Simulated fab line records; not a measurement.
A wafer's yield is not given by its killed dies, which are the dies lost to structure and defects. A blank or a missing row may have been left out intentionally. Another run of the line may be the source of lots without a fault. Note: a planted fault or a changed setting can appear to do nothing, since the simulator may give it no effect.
fab line records	flow rit-cmos
[record] lots = 5	wafers = 27
route steps=202 shown ACTIVE@4 GATE@95 SPACER@128 CONTACT@168
start-h: start of the lot's first displayed wafer, in hours after the record's first day	wait-h: hours elapsed since this lot's preceding step	" same as the row above	L1.1+2: a single row standing in for several wafers	- value missing, or start not given	* or withheld: withheld	< > ~ a bound
route shown NAME@n: names a module that has steps shown in the file, with the first one's number in the route	usual: mean/standard deviation taken from wafers without a fault	same: alike in all rows	chamber/n: place in a boat	sites: readings site by site	_std_site: standard deviation of those values	_edge_site: mean of outer sites minus mean of inner sites	radius-mm: how far each site lies from the wafer's centre	mask NAME#n: copy n	behind: the most recent tool/chamber to have shaped the wafer	hold: the reason the lot was held/the length of the hold in hours/how it ended	device: whichever transistor did not switch (one of n, p or np)	end of line: the same wafers' tests at the end of the route	for a step that has no rows: nothing shown but its recipe	killed: dies lost to structure and defects at the first sort, not the wafer's yield	map: per-die view of a wafer (x killed, . not killed, _ where there is no die)
set.NAME: the run value of the setting; set.NAME@STEP: its run value at that earlier step	model.NAME: the simulator's own value behind a step, which no gauge read
lots where settings were altered on purpose, with a table for each step and a row for each wafer
[[steps]]
[step RIT_ACTIVE_CVD_03]
[recipe] material = Si3N4	target-thk-nm = 150	temp-c = 810	precursor = SiH2Cl2/NH3	time-s = 1500	pressure-mtorr = 300	sih2cl2-flow-sccm = 60	nh3-flow-sccm = 150
lot.wafer	tool	chamber	start-h	wait-h	set.time-s	model.Si3N4_of_ACTIVE_CVD_03.thk-nm
L077.1+2+3+5	-	-	-	0.1	1500	149.3
L077.4	"	-	"	"	1500	149.9
L077.6	"	-	"	"	1500	149.4
L078.1	-	-	-	3.4	1133	114.8
L078.2	"	-	"	"	1133	114.9
L078.3	"	-	"	"	1133	114.6
L078.4	"	-	"	"	1133	114.4
L078.5	"	-	"	"	1133	114.7
L078.6	"	-	"	"	1133	115.2
L081.1	lpcvd-01	1	48.43	0.1	1500	148.7
L081.3	"	1	"	"	1500	147.5
L081.4	"	1	"	"	1500	148.3
L082.1	-	-	-	0.1	2106	210.7
L082.2	"	-	"	"	2106	210.1
L082.3	"	-	"	"	2106	210.9
L082.4	"	-	"	"	2106	210.2
L082.5	"	-	"	"	2106	211
L082.6	"	-	"	"	2106	210.4
L083.1	-	-	-	0.1	1227	124.6
L083.2	"	-	"	"	1227	125.2
L083.3	"	-	"	"	1227	123.7
L083.4	"	-	"	"	1227	122.6
L083.5	"	-	"	"	1227	124.3
L083.6	"	-	"	"	1227	123.4
[step RIT_ACTIVE_THK_MEAS_04]
[recipe] reads = Si3N4_of_ACTIVE_CVD_03
[usual] ACTIVE_NITRIDE_THK = 150.1/1.6
lot.wafer	tool	chamber	start-h	wait-h	set.time-s@ACTIVE_CVD_03	ACTIVE_NITRIDE_THK[nm]
L077.1	film-metro-01	-	-	-	1500	149.3
L077.2	"	-	"	"	1500	149.2
L077.3	"	-	"	"	1500	149.4
L077.4	"	-	"	"	1500	150.0
L077.5	"	-	"	"	1500	149.2
L077.6	"	-	"	"	1500	149.4
L078.1	film-metro-04	-	-	-	1133	114.8
L078.2	"	-	"	"	1133	114.9
L078.3	"	-	"	"	1133	114.5
L078.4	"	-	"	"	1133	114.2
L078.5	"	-	"	"	1133	114.7
L078.6	"	-	"	"	1133	115.2
L081.1	film-metro-04	-	49.84	0.0	1500	148.8
L081.3	"	-	"	"	1500	147.3
L081.4	"	-	"	"	1500	148.4
L082.1	film-metro-01	-	-	-	2106	210.6
L082.2	"	-	"	"	2106	210.0
L082.3	"	-	"	"	2106	211.0
L082.4	"	-	"	"	2106	210.3
L082.5	"	-	"	"	2106	210.9
L082.6	"	-	"	"	2106	210.4
L083.1	film-metro-03	-	-	-	1227	124.5
L083.2	"	-	"	"	1227	125.2
L083.3	"	-	"	"	1227	123.7
L083.4	"	-	"	"	1227	122.6
L083.5	"	-	"	"	1227	124.3
L083.6	"	-	"	"	1227	123.4
[step RIT_ACTIVE_HMDS_05]
[recipe] prime-time-s = 60	prime-temp-c = 140
[step RIT_ACTIVE_COAT_06]
[recipe] resist = NOVOLAK	spin-rpm = 3250	resist-thk-nm = 1000
[step RIT_ACTIVE_HARDBAKE_12]
[recipe] resist = NOVOLAK	temp-c = 140	time-s = 60
[step RIT_ACTIVE_ETCH_13]
[recipe] stop-on = SiO2	chemistry = SF6	target = Si3N4	time-s = 210	over-etch-frac = 0.4	SF6_flow_sccm = 200	pressure-mtorr = 260	rf-w = 125	target-depth-a = 2100
[usual] oes-product-au = 0.821/0.01
lot.wafer	tool	chamber	start-h	wait-h	set.time-s@ACTIVE_CVD_03	oes-product-au	model.ACTIVE.feature-depth-nm	model.etch.depth-nm
L077.1	rie-diel-01	1	30.74	0.1	1500	0.813	151	149.3
L077.2	"	0	"	"	1500	0.809	149.3	149.3
L077.3	"	3	"	"	1500	0.815	150.8	149.3
L077.4	"	2	"	"	1500	0.819	149.9	149.9
L077.5	"	3	"	"	1500	0.816	150.8	149.3
L077.6	"	2	"	"	1500	0.825	149.4	149.4
L078.1	rie-diel-01	2	38.99	0.1	1133	0.722	114.8	114.8
L078.2	"	0	"	"	1133	0.707	114.9	114.9
L078.3	"	3	"	"	1133	0.715	116.1	114.6
L078.4	"	1	"	"	1133	0.711	116	114.4
L078.5	"	1	"	"	1133	0.716	116.3	114.7
L078.6	"	2	"	"	1133	0.731	115.2	115.2
L081.1	rie-diel-03	0	51.15	0.1	1500	0.816	150.5	148.7
L081.3	"	3	"	"	1500	0.798	147.5	147.5
L081.4	"	1	"	"	1500	0.819	149.1	148.3
L082.1	rie-diel-02	1	56.66	0.1	2106	0.956	192.6	192.6
L082.2	"	0	"	"	2106	0.990	204.6	204.6
L082.3	"	3	"	"	2106	0.995	206.1	206.1
L082.4	"	2	"	"	2106	1.000	208.8	208.8
L082.5	"	1	"	"	2106	0.959	194.4	194.4
L082.6	"	2	"	"	2106	1.005	208.3	208.3
L083.1	rie-diel-02	0	59.71	0.1	1227	0.748	124.8	124.6
L083.2	"	3	"	"	1227	0.757	125.2	125.2
L083.3	"	2	"	"	1227	0.749	123.7	123.7
L083.4	"	1	"	"	1227	0.753	122.6	122.6
L083.5	"	2	"	"	1227	0.751	124.3	124.3
L083.6	"	3	"	"	1227	0.752	123.4	123.4
[step RIT_GATE_ETCH_19]
[recipe] chemistry = SF6/CHF3/O2	time-s = 165	SF6_flow_sccm = 30	CHF3_flow_sccm = 30	O2_flow_sccm = 5	target = poly-Si	pressure-mtorr = 40	rf-w = 160	target-depth-a = 3125	over-etch-frac = 0.25	stop-on = SiO2
[usual] oes-product-au = 0.851/0.018
lot.wafer	tool	chamber	start-h	wait-h	set.target-depth-a	oes-product-au	model.NOVOLAK_of_GATE_COAT_11.thk-nm
L077.1	rie-si-01	1	56.25	0.1	3125	0.845	683.5
L077.2	"	0	"	"	4688	0.625	631.8
L077.3	"	3	"	"	3125	0.839	682.4
L077.4	"	2	"	"	4688	0.652	641.8
L077.5	"	3	"	"	4688	0.656	642.8
L077.6	"	2	"	"	3125	0.857	680.2
L078.1	rie-si-02	3	68.02	0.1	3125	0.863	679.5
L078.2	"	2	"	"	3125	0.873	674.8
L078.3	"	0	"	"	3125	0.848	675.8
L078.4	"	1	"	"	3125	0.823	677.8
L078.5	"	1	"	"	3125	0.829	676.5
L078.6	"	2	"	"	3125	0.865	678
L081.1	rie-si-01	1	79.62	0.1	3125	0.853	678
L081.3	"	3	"	"	3125	0.836	680.1
L081.4	"	0	"	"	3125	0.821	672.3
L083.1	rie-si-02	0	87.04	0.1	3125	0.858	676.5
L083.2	"	2	"	"	3125	0.870	676.3
L083.3	"	3	"	"	2353	1.035	699.5
L083.4	"	3	"	"	3125	0.863	677.6
L083.5	"	2	"	"	2353	1.056	695.3
L083.6	"	0	"	"	2353	1.031	698.4
L082.1	rie-si-01	1	87.33	0.1	3125	0.852	683.8
L082.2	"	0	"	"	3125	0.824	678.1
L082.3	"	3	"	"	3125	0.845	682.8
L082.4	"	2	"	"	3125	0.861	681.3
L082.5	"	2	"	"	3125	0.867	682.9
L082.6	"	3	"	"	3125	0.852	684.5
[step RIT_SPACER_CVD_03]
[recipe] material = Si3N4	target-thk-nm = 250	temp-c = 810	precursor = SiH2Cl2/NH3	time-s = 3300	pressure-mtorr = 300	sih2cl2-flow-sccm = 60	nh3-flow-sccm = 150
lot.wafer	tool	chamber	start-h	wait-h	set.time-s	model.Si3N4_of_SPACER_CVD_03.thk-nm
L077.1	-	-	-	0.0	2381	180.9
L077.2	"	-	"	"	2381	179.6
L077.3	"	-	"	"	2381	179.3
L077.4	"	-	"	"	2381	177.9
L077.5	"	-	"	"	2381	181.9
L077.6	"	-	"	"	2381	179.8
L078.1	-	-	-	0.0	4686	356.4
L078.2+5	"	-	"	"	4686	356.2
L078.3	"	-	"	"	4686	357
L078.4	"	-	"	"	4686	355.8
L078.6	"	-	"	"	4686	355.4
L081.1	lpcvd-01	1	86.69	0.0	3300	249.2
L081.3	"	1	"	"	3300	250
L081.4	"	1	"	"	3300	250.4
L082.1	-	-	-	0.0	5081	388.3
L082.2	"	-	"	"	5081	386.5
L082.3+4	"	-	"	"	5081	385.1
L082.5	"	-	"	"	5081	385.9
L082.6	"	-	"	"	5081	386
L083.1	-	-	-	1.9	2420	184.7
L083.2	"	-	"	"	2420	183.2
L083.3	"	-	"	"	2420	183.5
L083.4	"	-	"	"	2420	182.3
L083.5	"	-	"	"	2420	182.9
L083.6	"	-	"	"	2420	179.4
[step RIT_SPACER_THK_MEAS_04]
[recipe] reads = Si3N4_of_SPACER_CVD_03
[usual] SPACER_NITRIDE_THK = 250.1/1.9
lot.wafer	tool	chamber	start-h	wait-h	set.time-s@SPACER_CVD_03	SPACER_NITRIDE_THK[nm]
L077.1	film-metro-03	-	-	-	2381	180.9
L077.2	"	-	"	"	2381	179.5
L077.3	"	-	"	"	2381	179.3
L077.4	"	-	"	"	2381	177.9
L077.5	"	-	"	"	2381	182.0
L077.6	"	-	"	"	2381	179.8
L078.1	film-metro-02	-	-	-	4686	356.1
L078.2	"	-	"	"	4686	356.3
L078.3	"	-	"	"	4686	357.0
L078.4	"	-	"	"	4686	355.9
L078.5	"	-	"	"	4686	356.1
L078.6	"	-	"	"	4686	355.5
L081.1	film-metro-03	-	88.61	0.0	3300	249.2
L081.3	"	-	"	"	3300	249.9
L081.4	"	-	"	"	3300	250.4
L082.1	film-metro-03	-	-	-	5081	388.3
L082.2	"	-	"	"	5081	386.5
L082.3	"	-	"	"	5081	385.0
L082.4	"	-	"	"	5081	384.7
L082.5	"	-	"	"	5081	386.0
L082.6	"	-	"	"	5081	386.2
L083.1	film-metro-02	-	-	-	2420	184.8
L083.2	"	-	"	"	2420	183.2
L083.3	"	-	"	"	2420	183.5
L083.4	"	-	"	"	2420	182.4
L083.5	"	-	"	"	2420	182.8
L083.6	"	-	"	"	2420	179.6
[step RIT_SPACER_ETCHBACK_05]
[recipe] target-depth-a = 2500	SF6_flow_sccm = 30	CHF3_flow_sccm = 30	target = Si3N4	chemistry = SF6/CHF3	pressure-mtorr = 40	rf-w = 250	time-s = 240	stop-on = SiO2
[usual] oes-product-au = 0.844/0.0084
lot.wafer	tool	chamber	start-h	wait-h	set.time-s@SPACER_CVD_03	oes-product-au	model.Si3N4_of_SPACER_CVD_03.thk-nm	model.etch.depth-nm
L077.1	rie-diel-01	0	64.96	0.1	2381	0.660	141	180.9
L077.2	"	3	"	"	2381	0.677	140.8	179.6
L077.3	"	2	"	"	2381	0.678	141.7	179.3
L077.4	"	1	"	"	2381	0.673	139.6	177.9
L077.5	"	3	"	"	2381	0.679	141.9	181.9
L077.6	"	2	"	"	2381	0.680	141.9	179.8
L078.1	rie-diel-01	2	76.71	0.1	4686	0.984	282.8	298.5
L078.2	"	3	"	"	4686	0.985	279.9	309.6
L078.3	"	1	"	"	4686	0.985	281.6	305.4
L078.4	"	0	"	"	4686	1.009	278	316.4
L078.5	"	3	"	"	4686	0.994	279.9	309.7
L078.6	"	0	"	"	4686	0.999	278	314.7
L081.1	rie-diel-04	0	88.67	0.1	3300	0.845	192	249.2
L081.3	"	1	"	"	3300	0.838	195.8	250
L081.4	"	2	"	"	3300	0.835	194.3	250.4
L082.1	rie-diel-01	2	96.98	0.1	5081	0.985	307.2	301.7
L082.2	"	3	"	"	5081	0.986	304.4	307.1
L082.3	"	1	"	"	5081	0.998	301.8	312.8
L082.4	"	0	"	"	5081	1.015	299.9	319.7
L082.5	"	1	"	"	5081	0.999	301.8	315
L082.6	"	0	"	"	5081	1.014	300.4	320.4
L083.1	rie-diel-04	1	98.90	0.1	2420	0.679	144.2	184.7
L083.2	"	2	"	"	2420	0.670	142	183.2
L083.3	"	0	"	"	2420	0.690	141	183.5
L083.4	"	0	"	"	2420	0.681	140.1	182.3
L083.5	"	1	"	"	2420	0.673	142.8	182.9
L083.6	"	2	"	"	2420	0.666	139.1	179.4
[step RIT_CONTACT_CVD_00]
[recipe] material = SiO2	target-thk-nm = 400	precursor = TEOS	temp-c = 390	time-s = 61	rf-w = 400
lot.wafer	tool	chamber	start-h	wait-h	set.time-s	model.SiO2_of_CONTACT_CVD_00.thk-nm
L077.1	pecvd-03	0	69.67	0.1	61	392.4
L077.2	"	2	"	"	61	387.9
L077.3	"	1	"	"	70.32	452.9
L077.4	"	1	"	"	70.32	458.2
L077.5	"	0	"	"	70.32	459.5
L077.6	"	2	"	"	61	393.2
L078.1	pecvd-01	0	81.25	0.1	61	398.9
L078.2	"	2	"	"	61	399.3
L078.3	"	1	"	"	61	407.8
L078.4	"	0	"	"	61	400.1
L078.5	"	1	"	"	61	410.4
L078.6	"	2	"	"	61	406.8
L081.1	pecvd-01	1	93.54	0.1	61	403.5
L081.3	"	1	"	"	61	409.8
L081.4	"	0	"	"	61	397.3
L082.1	pecvd-04	2	101.68	0.1	61	399.9
L082.2	"	0	"	"	32.06	202.1
L082.3	"	1	"	"	61	390.8
L082.4	"	0	"	"	61	398.8
L082.5	"	1	"	"	32.06	211.8
L082.6	"	2	"	"	32.06	211.9
L083.1	pecvd-03	2	103.44	0.1	61	390.3
L083.2	"	1	"	"	71.24	460.5
L083.3	"	0	"	"	61	396.3
L083.4	"	0	"	"	71.24	465.9
L083.5	"	1	"	"	71.24	468.9
L083.6	"	2	"	"	61	395.7
[step RIT_CONTACT_THK_MEAS_01]
[recipe] reads = SiO2_of_CONTACT_CVD_00
[usual] CONTACT_TEOS_THK = 400/5.8
lot.wafer	tool	chamber	start-h	wait-h	set.time-s@CONTACT_CVD_00	CONTACT_TEOS_THK[nm]
L077.1	film-metro-02	-	69.72	0.0	61	392
L077.2	"	-	"	"	61	388
L077.3	"	-	"	"	70.32	453
L077.4	"	-	"	"	70.32	459
L077.5	"	-	"	"	70.32	460
L077.6	"	-	"	"	61	393
L078.1	film-metro-02	-	81.30	0.0	61	399
L078.2	"	-	"	"	61	399
L078.3	"	-	"	"	61	408
L078.4	"	-	"	"	61	400
L078.5	"	-	"	"	61	410
L078.6	"	-	"	"	61	407
L081.1	film-metro-01	-	93.62	0.1	61	403
L081.3	"	-	"	"	61	410
L081.4	"	-	"	"	61	397
L082.1	film-metro-04	-	101.73	0.0	61	400
L082.2	"	-	"	"	32.06	202
L082.3	"	-	"	"	61	391
L082.4	"	-	"	"	61	399
L082.5	"	-	"	"	32.06	212
L082.6	"	-	"	"	32.06	212
L083.1	film-metro-02	-	103.49	0.0	61	390
L083.2	"	-	"	"	71.24	461
L083.3	"	-	"	"	61	396
L083.4	"	-	"	"	71.24	466
L083.5	"	-	"	"	71.24	469
L083.6	"	-	"	"	61	396
[step RIT_CONTACT_HMDS_02]
[recipe] prime-time-s = 60	prime-temp-c = 140
[step RIT_CONTACT_COAT_03]
[recipe] resist = NOVOLAK	spin-rpm = 3250	resist-thk-nm = 1000
[step RIT_CONTACT_HARDBAKE_10]
[recipe] resist = NOVOLAK	temp-c = 140	time-s = 60
[step RIT_CONTACT_ETCH_11]
[recipe] target-depth-a = 4800	over-etch-frac = 0.2	stop-on = TiSi2	chemistry = CHF3/CF4/Ar	target = SiO2	CHF3_flow_sccm = 50	cf4-flow-sccm = 10	Ar_flow_sccm = 100	O2_flow_sccm = 5	pressure-mtorr = 100	rf-w = 200	time-s = 320
lot.wafer	tool	chamber	start-h	wait-h	set.time-s@CONTACT_CVD_00	model.CONTACT.feature-depth-nm	model.etch.depth-nm
L077.1	rie-diel-02	1	71.25	0.1	61	392.4	392.4
L077.2	"	3	"	"	61	388	387.9
L077.3	"	2	"	"	70.32	452.9	452.9
L077.4	"	0	"	"	70.32	458.2	458.2
L077.5	"	0	"	"	70.32	459.5	459.5
L077.6	"	1	"	"	61	393.2	393.2
L078.1	rie-diel-04	0	82.76	0.1	61	398.9	398.9
L078.2	"	1	"	"	61	399.3	399.3
L078.3	"	2	"	"	61	407.8	407.8
L078.4	"	3	"	"	61	400.1	400.1
L078.5	"	0	"	"	61	410.4	410.4
L078.6	"	3	"	"	61	406.8	406.8
L081.1	rie-diel-04	1	95.07	0.1	61	403.5	403.5
L081.3	"	2	"	"	61	409.8	409.8
L081.4	"	3	"	"	61	397.3	397.3
L082.1	rie-diel-04	0	103.36	0.1	61	399.9	399.9
L082.2	"	2	"	"	32.06	202.1	202.1
L082.3	"	1	"	"	61	390.8	390.8
L082.4	"	2	"	"	61	398.8	398.8
L082.5	"	0	"	"	32.06	211.8	211.8
L082.6	"	1	"	"	32.06	211.9	211.9
L083.1	rie-diel-03	1	104.98	0.1	61	390.3	390.3
L083.2	"	2	"	"	71.24	460.5	460.5
L083.3	"	0	"	"	61	396.3	396.3
L083.4	"	3	"	"	71.24	465.9	465.9
L083.5	"	0	"	"	71.24	468.9	468.9
L083.6	"	3	"	"	61	395.7	395.7
[[key]]
[split] step = RIT_ACTIVE_CVD_03	setting = time-s	stated = 1500	by = lot
[response] step = RIT_ACTIVE_CVD_03	reading = model.Si3N4_of_ACTIVE_CVD_03.thk-nm	change = +1.48	per = 1%	r = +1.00
[response] step = RIT_ACTIVE_THK_MEAS_04	reading = ACTIVE_NITRIDE_THK	change = +1.48	per = 1%	r = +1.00
[response] step = RIT_ACTIVE_ETCH_13	reading = oes-product-au	change = +0.00406	per = 1%	r = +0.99
[response] step = RIT_ACTIVE_ETCH_13	reading = model.ACTIVE.feature-depth-nm	change = +1.34	per = 1%	r = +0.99
[response] step = RIT_ACTIVE_ETCH_13	reading = model.etch.depth-nm	change = +1.35	per = 1%	r = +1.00
[split] step = RIT_GATE_ETCH_19	setting = target-depth-a	stated = 3125	by = wafer
[response] step = RIT_GATE_ETCH_19	reading = oes-product-au	change = -0.00466	per = 1%	r = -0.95
[response] step = RIT_GATE_ETCH_19	reading = model.NOVOLAK_of_GATE_COAT_11.thk-nm	change = -0.861	per = 1%	r = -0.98
[split] step = RIT_SPACER_CVD_03	setting = time-s	stated = 3300	by = lot
[response] step = RIT_SPACER_CVD_03	reading = model.Si3N4_of_SPACER_CVD_03.thk-nm	change = +2.52	per = 1%	r = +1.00
[response] step = RIT_SPACER_THK_MEAS_04	reading = SPACER_NITRIDE_THK	change = +2.52	per = 1%	r = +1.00
[response] step = RIT_SPACER_ETCHBACK_05	reading = oes-product-au	change = +0.00417	per = 1%	r = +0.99
[response] step = RIT_SPACER_ETCHBACK_05	reading = model.Si3N4_of_SPACER_CVD_03.thk-nm	change = +1.99	per = 1%	r = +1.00
[response] step = RIT_SPACER_ETCHBACK_05	reading = model.etch.depth-nm	change = +1.69	per = 1%	r = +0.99
[split] step = RIT_CONTACT_CVD_00	setting = time-s	stated = 61	by = wafer
[response] step = RIT_CONTACT_CVD_00	reading = model.SiO2_of_CONTACT_CVD_00.thk-nm	change = +4.02	per = 1%	r = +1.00
[response] step = RIT_CONTACT_THK_MEAS_01	reading = CONTACT_TEOS_THK	change = +4.02	per = 1%	r = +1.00
[response] step = RIT_CONTACT_ETCH_11	reading = model.CONTACT.feature-depth-nm	change = +4.02	per = 1%	r = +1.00
[response] step = RIT_CONTACT_ETCH_11	reading = model.etch.depth-nm	change = +4.02	per = 1%	r = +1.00
